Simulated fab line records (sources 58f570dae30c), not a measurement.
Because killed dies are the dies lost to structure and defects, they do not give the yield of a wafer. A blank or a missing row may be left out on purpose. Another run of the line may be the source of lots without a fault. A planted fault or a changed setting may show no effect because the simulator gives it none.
Chamber matching || flow berkeley-cmos170 || 3 sister chambers for UCB170_SPACER_CVD_00 on pecvd-01
The step deposits SiO2 from TEOS/O2, target thk 376 nm, time 47 s. 16 wafers are shown with their chamber, then 8 later ones without.

WAFERS, EACH WITH ITS CHAMBER
{"wafer": "L214.2", "chamber": 2, "heater-power-w (W)": 264, "pressure-mtorr (mTorr)": 8983}
{"wafer": "L214.4", "chamber": 1, "heater-power-w (W)": 322, "pressure-mtorr (mTorr)": 9009}
{"wafer": "L214.6", "chamber": 2, "heater-power-w (W)": 270, "pressure-mtorr (mTorr)": 8984}
{"wafer": "L215.1", "chamber": 0, "heater-power-w (W)": 346, "pressure-mtorr (mTorr)": 8976}
{"wafer": "L215.2", "chamber": 2, "heater-power-w (W)": 307, "pressure-mtorr (mTorr)": 9031}
{"wafer": "L215.6", "chamber": 1, "heater-power-w (W)": 319, "pressure-mtorr (mTorr)": 9002}
{"wafer": "L218.1", "chamber": 2, "heater-power-w (W)": 240, "pressure-mtorr (mTorr)": 9002}
{"wafer": "L218.3", "chamber": 1, "heater-power-w (W)": 249, "pressure-mtorr (mTorr)": 8982}
{"wafer": "L218.4", "chamber": 1, "heater-power-w (W)": 275, "pressure-mtorr (mTorr)": 9004}
{"wafer": "L219.1", "chamber": 0, "heater-power-w (W)": 359, "pressure-mtorr (mTorr)": 8971}
{"wafer": "L219.3", "chamber": 2, "heater-power-w (W)": 260, "pressure-mtorr (mTorr)": 8991}
{"wafer": "L219.6", "chamber": 2, "heater-power-w (W)": 275, "pressure-mtorr (mTorr)": 8975}
{"wafer": "L222.4", "chamber": 2, "heater-power-w (W)": 247, "pressure-mtorr (mTorr)": 9028}
{"wafer": "L222.5", "chamber": 0, "heater-power-w (W)": 376, "pressure-mtorr (mTorr)": 8995}
{"wafer": "L222.6", "chamber": 1, "heater-power-w (W)": 252, "pressure-mtorr (mTorr)": 9008}
{"wafer": "L224.2", "chamber": 2, "heater-power-w (W)": 221, "pressure-mtorr (mTorr)": 9020}

SIGNATURES (averages over the wafers above)
{"reading": "heater-power-w", "chamber 0": 360.33, "chamber 1": 283.40, "chamber 2": 260.50, "scatter within a chamber": 27.9}
{"reading": "pressure-mtorr", "chamber 0": 8980.67, "chamber 1": 9001.00, "chamber 2": 9001.75, "scatter within a chamber": 17.9}
Rule: for each reading, subtract the chamber's mean from the wafer's reading, divide by that reading's scatter and square the result; add these up over the readings and take the root, which gives the wafer's distance from the chamber. If the next closest chamber is less than 2 further off than the closest, the wafer can't be placed; otherwise it belongs to the closest. How the scatter is found: for the shown wafers, subtract from each reading the mean of its chamber, square and add these, divide the total by (wafers less chambers), then take the root.

WAFERS MISSING THEIR CHAMBER
{"wafer": "L224.3", "heater-power-w (W)": 256, "pressure-mtorr (mTorr)": 8993}
{"wafer": "L224.6", "heater-power-w (W)": 240, "pressure-mtorr (mTorr)": 8999}
{"wafer": "L226.1", "heater-power-w (W)": 349, "pressure-mtorr (mTorr)": 9008}
{"wafer": "L226.3", "heater-power-w (W)": 294, "pressure-mtorr (mTorr)": 9018}
{"wafer": "L226.6", "heater-power-w (W)": 305, "pressure-mtorr (mTorr)": 8995}
{"wafer": "L229.2", "heater-power-w (W)": 288, "pressure-mtorr (mTorr)": 9023}
{"wafer": "L229.4", "heater-power-w (W)": 345, "pressure-mtorr (mTorr)": 8970}
{"wafer": "L229.5", "heater-power-w (W)": 314, "pressure-mtorr (mTorr)": 9006}

WHICH CHAMBER EACH ONE RAN IN
{"wafer": "L224.3", "from the rows above": "can't be placed: 2 or 1", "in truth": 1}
{"wafer": "L224.6", "from the rows above": "can't be placed: 2 or 1", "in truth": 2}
{"wafer": "L226.1", "from the rows above": "can't be placed: 0 or 1 or 2", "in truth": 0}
{"wafer": "L226.3", "from the rows above": "can't be placed: 1 or 2", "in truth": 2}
{"wafer": "L226.6", "from the rows above": "can't be placed: 1 or 2 or 0", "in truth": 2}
{"wafer": "L229.2", "from the rows above": "can't be placed: 1 or 2", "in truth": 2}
{"wafer": "L229.4", "from the rows above": "can't be placed: 0 or 1", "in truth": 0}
{"wafer": "L229.5", "from the rows above": "can't be placed: 1 or 2 or 0", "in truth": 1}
Correctly placed: 0 of 8. These rows do not allow placing 8 (true chamber among the candidates in 8). Placed wrongly: 0.
